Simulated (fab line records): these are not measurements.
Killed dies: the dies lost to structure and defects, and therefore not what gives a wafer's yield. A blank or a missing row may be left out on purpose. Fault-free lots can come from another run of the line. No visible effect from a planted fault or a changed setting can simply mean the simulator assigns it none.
fab line records	flow berkeleyCmos170
record lots=16	wafers=48	lastDay=10
route steps=331 shown PWELL@40 ACTIVE@74 PFIELD@82 V2@306
lots untouched by any fault: they come from a run of this same line in which no faults occurred
startH: hours from the record's first day to the start of the lot's first wafer shown	waitH: time in hours since the lot's previous step	" same as the row above	L1.1+2: one row covering several wafers at once	- no value present, or no start provided	* or withheld: withheld	< > ~ a bound
route shown NAME@n: names a module that has steps shown in the file, with the first one's number in the route	usual: the fault-free wafers' mean and standard deviation	same: alike in all rows	chamber/n: place in a boat	sites: per-site readings	_std_site: the standard deviation of these	_edge_site: inner sites' mean taken away from outer sites' mean	radiusMm: for every site, how far away it sits from the centre of the wafer	mask NAME#n: copy n	behind: the last tool/chamber to shape the wafer	hold: what put the lot on hold/how long, in hours/how the hold closed	device: the transistor (n, p or np) that didn't switch	end of line: the route-end tests of the same wafers	a step without rows: its recipe alone	killed: count of dies lost to structure and defects at first sort (not the wafer's yield)	map: shows each die of a wafer: x if killed, . if not, _ if none is there
set.NAME: the run value of the setting; set.NAME@STEP: its run value at that earlier step	model.NAME: the simulator's own value behind a step, which no gauge read
one table for each step of the route and one row for each wafer, over a sample of lots
services: from which hour (startH, from the record's first day; less than 0 if before it) a tool's chamber was out of use, for how many hours, and why
## steps
# step UCB170_PWELL_THK_MEAS_06
# recipe reads=Si3N4_of_PWELL_CVD_05
# usual PWELL_NITRIDE_THK=220.1/2
lot.wafer	tool	chamber	startH	waitH	PWELL_NITRIDE_THK[nm]
L279.1	filmMetro-02	-	52.33	0.0	220.8
L279.2	"	-	"	"	221.7
L279.4	"	-	"	"	222.2
L280.3	filmMetro-01	-	52.35	0.0	223.9
L280.4	"	-	"	"	222.5
L280.5	"	-	"	"	223.4
L281.1	filmMetro-03	-	61.25	0.0	222.5
L281.3	"	-	"	"	221.0
L281.4	"	-	"	"	221.0
L282.1	filmMetro-02	-	61.25	0.0	220.9
L282.3	"	-	"	"	220.8
L282.6	"	-	"	"	221.6
L283.2	filmMetro-01	-	69.62	0.0	217.9
L283.5	"	-	"	"	219.0
L283.6	"	-	"	"	217.8
L284.1	filmMetro-02	-	72.80	0.1	221.7
L284.4	"	-	"	"	219.9
L284.6	"	-	"	"	222.0
L286.1	filmMetro-02	-	82.27	0.0	216.5
L286.3	"	-	"	"	217.4
L286.4	"	-	"	"	217.8
L288.2	filmMetro-01	-	91.28	0.0	218.9
L288.5	"	-	"	"	222.6
L288.6	"	-	"	"	220.6
L289.1	filmMetro-03	-	97.77	0.0	219.8
L289.3	"	-	"	"	219.1
L289.5	"	-	"	"	220.0
L290.1	filmMetro-01	-	97.77	0.0	224.1
L290.4	"	-	"	"	221.7
L290.6	"	-	"	"	222.4
L291.2	filmMetro-01	-	108.83	0.0	218.6
L291.3	"	-	"	"	219.5
L291.6	"	-	"	"	219.2
L293.2	filmMetro-02	-	115.68	0.0	223.4
L293.3	"	-	"	"	221.1
L293.4	"	-	"	"	223.2
L295.2	filmMetro-03	-	115.68	0.0	220.7
L295.4	"	-	"	"	220.4
L295.6	"	-	"	"	219.6
L294.2	filmMetro-01	-	115.71	0.0	220.5
L294.4	"	-	"	"	220.6
L294.6	"	-	"	"	220.5
L296.1	filmMetro-02	-	123.70	0.0	219.6
L296.2	"	-	"	"	220.3
L296.4	"	-	"	"	220.5
L297.3	filmMetro-01	-	130.18	0.0	220.6
L297.5	"	-	"	"	220.3
L297.6	"	-	"	"	221.0
# step UCB170_ACTIVE_OVL_MEAS_14
# usual ACTIVE_OVL=1/6.3
lot.wafer	tool	chamber	startH	waitH	ACTIVE_OVL[nm]
L280.3	overlay-01	-	80.12	0.1	-4
L280.4	"	-	"	"	5
L280.5	"	-	"	"	8
L279.1	overlay-02	-	80.43	0.1	-8
L279.2	"	-	"	"	5
L279.4	"	-	"	"	-1
L282.1	overlay-02	-	91.61	0.1	-1
L282.3	"	-	"	"	13
L282.6	"	-	"	"	-3
L281.1	overlay-01	-	91.88	0.1	-6
L281.3	"	-	"	"	-7
L281.4	"	-	"	"	1
L284.1	overlay-01	-	97.57	0.1	1
L284.4	"	-	"	"	-5
L284.6	"	-	"	"	-4
L283.2	overlay-01	-	98.14	0.1	-5
L283.5	"	-	"	"	-13
L283.6	"	-	"	"	-3
L286.1	overlay-02	-	109.27	0.1	-2
L286.3	"	-	"	"	-5
L286.4	"	-	"	"	-5
L288.2	overlay-02	-	114.65	0.1	9
L288.5	"	-	"	"	1
L288.6	"	-	"	"	10
L289.1	overlay-01	-	121.22	0.1	9
L289.3	"	-	"	"	5
L289.5	"	-	"	"	5
L290.1	overlay-02	-	121.46	0.1	8
L290.4	"	-	"	"	1
L290.6	"	-	"	"	1
L291.2	overlay-02	-	133.31	0.1	11
L291.3	"	-	"	"	10
L291.6	"	-	"	"	7
L295.2	overlay-02	-	149.08	0.1	-2
L295.4	"	-	"	"	5
L295.6	"	-	"	"	-1
L293.2	overlay-01	-	149.09	0.1	-9
L293.3	"	-	"	"	-5
L293.4	"	-	"	"	-3
L294.2	overlay-02	-	149.40	0.1	1
L294.4	"	-	"	"	4
L294.6	"	-	"	"	7
L296.1	overlay-01	-	158.06	0.1	-1
L296.2	"	-	"	"	1
L296.4	"	-	"	"	-1
L297.3	overlay-01	-	165.71	0.1	10
L297.5	"	-	"	"	7
L297.6	"	-	"	"	3
# step UCB170_PFIELD_EXPOSE_03
# recipe maskId=PFIELD	na=0.5	sigmaOuter=0.6	sourceShape=conventional	targetCdNm=1500	doseMj=30
lot.wafer	tool	chamber	startH	waitH	mask
L280.3+4+5	krfScanner-01	0	81.23	0.1	PFIELD#0
L279.1+2+4	krfScanner-02	0	81.59	0.2	PFIELD#0
L282.1+3+6	krfScanner-02	0	93.53	0.1	PFIELD#0
L281.1+3+4	krfScanner-01	0	93.77	0.3	PFIELD#0
L284.1+4+6	krfScanner-01	0	98.65	0.1	PFIELD#0
L283.2+5+6	krfScanner-02	0	99.19	0.2	PFIELD#0
L286.1+3+4	krfScanner-02	0	110.95	0.2	PFIELD#0
L288.2+5+6	krfScanner-01	0	116.40	0.2	PFIELD#0
L289.1+3+5	krfScanner-02	0	123.59	0.3	PFIELD#0
L290.1+4+6	krfScanner-02	0	123.80	0.1	PFIELD#0
L291.2+3+6	krfScanner-02	0	135.48	0.1	PFIELD#0
L295.2+4+6	krfScanner-02	0	152.51	0.2	PFIELD#0
L293.2+3+4	krfScanner-02	0	152.63	0.4	PFIELD#0
L294.2+4+6	krfScanner-02	0	152.75	0.4	PFIELD#0
L296.1+2+4	krfScanner-02	0	159.16	0.1	PFIELD#0
L297.3+5+6	krfScanner-01	0	166.84	0.2	PFIELD#0
# step UCB170_PFIELD_OVL_MEAS_06
# usual PFIELD_OVL=-1/5.3
lot.wafer	tool	chamber	startH	waitH	PFIELD_OVL[nm]
L280.3	overlay-02	-	81.75	-	-1
L280.4	"	-	"	"	-4
L280.5	"	-	"	"	-3
L279.1	overlay-01	-	82.09	-	2
L279.2	"	-	"	"	11
L279.4	"	-	"	"	2
L282.1	overlay-01	-	94.53	-	-12
L282.3	"	-	"	"	4
L282.6	"	-	"	"	-2
L281.1	overlay-02	-	94.83	-	-11
L281.3	"	-	"	"	-15
L281.4	"	-	"	"	0
L284.1	overlay-02	-	99.09	-	-1
L284.4	"	-	"	"	-1
L284.6	"	-	"	"	-7
L283.2	overlay-01	-	99.95	-	1
L283.5	"	-	"	"	6
L283.6	"	-	"	"	11
L286.1	overlay-02	-	111.93	-	-10
L286.3	"	-	"	"	-6
L286.4	"	-	"	"	-7
L288.2	overlay-01	-	116.81	-	-11
L288.5	"	-	"	"	0
L288.6	"	-	"	"	0
L289.1	overlay-02	-	124.56	-	-4
L289.3	"	-	"	"	-5
L289.5	"	-	"	"	-9
L290.1	overlay-02	-	124.80	-	2
L290.4	"	-	"	"	2
L290.6	"	-	"	"	7
L291.2	overlay-02	-	136.47	-	-4
L291.3	"	-	"	"	7
L291.6	"	-	"	"	1
L295.2	overlay-02	-	152.89	-	185
L295.4	"	-	"	"	183
L295.6	"	-	"	"	183
L293.2	overlay-02	-	153.12	-	169
L293.3	"	-	"	"	177
L293.4	"	-	"	"	179
L294.2	overlay-02	-	153.17	-	176
L294.4	"	-	"	"	175
L294.6	"	-	"	"	182
L296.1	overlay-02	-	159.88	-	185
L296.2	"	-	"	"	172
L296.4	"	-	"	"	180
L297.3	overlay-02	-	167.21	-	-5
L297.5	"	-	"	"	-4
L297.6	"	-	"	"	5
# step UCB170_V2_ETCH_14
# recipe chemistry=CHF3/CF4/Ar	target=SiO2	stopOn=Al	CHF3_flow_sccm=45	cf4FlowSccm=15	Ar_flow_sccm=150	pressureMtorr=200	rfW=700	targetDepthA=12500	overEtchFrac=0.25	timeS=291
# usual drypumpMotorCurrentA=5.8/0.39	oesProductAu=0.875/0.013	throttleValvePct=6.90/0.11
lot.wafer	tool	chamber	startH	waitH	drypumpMotorCurrentA	oesProductAu	rfHoursCounterH	throttleValvePct
L280.3	rieDiel-01	2	159.54	0.0	5.3	0.869	74	6.84
L280.4	"	0	"	"	5.3	0.869	20	6.84
L280.5	"	1	"	"	6.7	0.880	-	6.85
L281.1	rieDiel-04	2	160.34	0.0	5.8	0.873	135	7.10
L281.3	"	1	"	"	5.7	0.866	48	6.96
L281.4	"	0	"	"	6.1	0.862	-	6.87
L279.1	rieDiel-01	0	160.51	0.0	5.3	0.868	20	6.86
L279.2	"	3	"	"	5.2	0.894	14	7.05
L279.4	"	2	"	"	5.3	0.876	74	6.84
L282.1	rieDiel-02	0	160.79	0.0	5.7	0.887	4	6.82
L282.3	"	3	"	"	5.8	0.895	110	7.01
L282.6	"	3	"	"	5.8	0.894	-	7.02
L284.1	rieDiel-04	0	173.87	0.0	6.1	0.876	23	6.88
L284.4	"	1	"	"	5.7	0.869	49	6.97
L284.6	"	0	"	"	6.2	0.875	-	6.88
L283.2	rieDiel-04	1	175.67	0.0	5.7	0.866	49	6.97
L283.5	"	2	"	"	5.8	0.885	-	7.11
L283.6	"	1	"	"	5.7	0.870	-	6.97
L286.1	rieDiel-02	3	184.96	0.0	5.8	0.885	111	7.00
L286.3	"	1	"	"	5.6	0.848	7	6.70
L286.4	"	2	"	"	5.8	0.867	35	6.84
L288.2	rieDiel-02	0	191.95	0.0	5.8	0.893	6	6.82
L288.5	"	2	"	"	5.9	0.870	-	6.84
L288.6	"	3	"	"	5.8	0.885	-	7.01
L290.1	rieDiel-02	3	203.35	0.0	5.9	0.892	112	7.01
L290.4	"	0	"	"	5.9	0.889	6	6.81
L290.6	"	2	"	"	5.8	0.868	-	6.85
L289.1	rieDiel-01	1	203.59	0.0	6.7	0.880	9	6.85
L289.3	"	2	"	"	5.3	0.885	76	6.83
L289.5	"	2	"	"	5.3	0.874	-	6.84
L291.2	rieDiel-02	2	214.60	0.0	5.8	0.876	37	6.84
L291.3	"	3	"	"	5.8	0.883	113	7.01
L291.6	"	1	"	"	5.6	0.842	-	6.70
L294.2	rieDiel-04	1	233.02	0.0	5.7	0.865	52	6.97
L294.4	"	2	"	"	5.8	0.886	138	7.10
L294.6	"	3	"	"	6.3	0.876	-	6.95
L293.2	rieDiel-02	2	233.15	0.0	5.8	0.862	38	6.85
L293.3	"	3	"	"	5.8	0.898	114	7.02
L293.4	"	1	"	"	5.6	0.843	10	6.71
L295.2	rieDiel-04	2	234.13	0.0	5.8	0.880	138	7.10
L295.4	"	3	"	"	6.3	0.878	89	6.93
L295.6	"	2	"	"	5.8	0.877	-	7.10
L296.1	rieDiel-02	1	234.62	0.0	5.6	0.846	10	6.70
L296.2	"	0	"	"	5.8	0.889	8	6.82
L296.4	"	3	"	"	5.8	0.890	114	7.01
L297.3	rieDiel-01	0	245.39	0.0	5.3	0.855	23	6.87
L297.5	"	2	"	"	5.3	0.872	-	6.85
L297.6	"	3	"	"	5.2	0.898	-	7.06
## services
tool	chamber	startH	hours	kind
rieDiel-04	-	62.82	0.6	repair
krfScanner-02	-	63.97	0.8	pm
krfScanner-01	-	64.80	0.8	pm
krfScanner-01	0	65.25	-	calibration
krfScanner-02	0	66.53	-	calibration
rieDiel-02	0	119.95	15.3	repair
rieDiel-02	2	127.36	4.1	repair
rieDiel-04	2	135.17	3.6	repair
krfScanner-01	-	141.64	1.3	pm
krfScanner-02	-	142.94	1.3	pm
rieDiel-04	3	156.15	16.7	repair
krfScanner-02	-	156.65	1.3	repair
krfScanner-01	-	158.06	4.0	pm
rieDiel-04	0	161.49	2.4	repair
krfScanner-02	-	170.65	0.9	repair
krfScanner-02	-	173.43	1.0	pm
rieDiel-02	3	176.94	2.9	repair
rieDiel-04	2	177.69	3.3	repair
krfScanner-01	-	216.54	1.0	pm
rieDiel-02	1	222.92	5.3	repair
rieDiel-01	2	228.55	4.9	repair
krfScanner-02	-	232.67	0.8	pm
krfScanner-02	0	238.39	-	calibration
krfScanner-01	0	242.50	-	calibration
## key
firstSign step=UCB170_PFIELD_OVL_MEAS_06	reading=PFIELD_OVL	direction=up	sigmas=34	usual=-1	struck=179
effect none on later readings
metAt UCB170_PFIELD_EXPOSE_03
struckLots L293,L294,L295,L296
testerLeftOut L293,L294,L295,L296
notActingAt UCB170_PWELL_THK_MEAS_06,UCB170_ACTIVE_OVL_MEAS_14,UCB170_V2_ETCH_14
fault kind=scannerMatchingOverlay	tool=krfScanner-02	chamber=-	onsetH=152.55	steps=UCB170_PFIELD_EXPOSE_03	offset=180
# testerLeftOut: of these lots the tester's yield and bins aren't shown, on N5 and GAA mostly nor the transistor test; their killed dies are dies lost to structure and defects alone, not to doping, threshold or leakage, so they don't give the yield
